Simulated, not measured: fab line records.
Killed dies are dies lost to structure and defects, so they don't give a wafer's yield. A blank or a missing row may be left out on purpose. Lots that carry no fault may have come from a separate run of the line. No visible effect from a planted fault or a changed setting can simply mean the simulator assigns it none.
Chamber matching ; flow berkeleyCmos170 ; rieSi-01 running UCB170_GATE_ETCH_15: 4 sister chambers
The step etches poly-Si in HBr/Cl2, stops on SiO2, time 56.3 s, target depth 278.2 nm. 8 wafers are shown with their chamber, then 8 later ones without.

WAFERS WITH THEIR CHAMBER
wafer;chamber;drypumpMotorCurrentA (A);throttleValvePct (%)
L658.4;0;6.0;26.02
L658.6;3;5.1;26.52
L666.1;3;5.0;26.51
L666.4;0;6.0;26.05
L668.2;2;5.3;26.56
L668.5;1;6.6;26.61
L668.6;2;5.3;26.57
L673.1;1;6.6;26.61

WAFERS MISSING THEIR CHAMBER
wafer;drypumpMotorCurrentA (A);throttleValvePct (%)
L673.2;5.3;26.57
L673.5;6.6;26.60
L675.2;5.3;26.57
L675.3;5.1;26.51
L675.6;6.6;26.61
L676.2;5.3;26.58
L676.4;6.6;26.60
L676.6;6.6;26.61

WHICH CHAMBER EACH WENT THROUGH
wafer;from the rows above;in truth
L673.2;2;2
L673.5;1;1
L675.2;2;2
L675.3;3;3
L675.6;1;1
L676.2;2;2
L676.4;1;1
L676.6;1;1
Correctly placed: 8 of 8. From these rows, 0 cannot be placed. Number placed wrongly: 0.
How it was worked out, from the rows above alone: a wafer's distance from a chamber is the root of the sum, over the readings, of the square of ((its reading less the chamber's mean) divided by the reading's scatter). The wafer belongs to the nearest chamber; if the next one is less than 2 further off, it can't be placed. A chamber's mean is the mean of its shown wafers. The scatter: take each reading less its chamber's mean, square it, sum over the shown wafers, divide by the number of wafers less the number of chambers, and take the root.
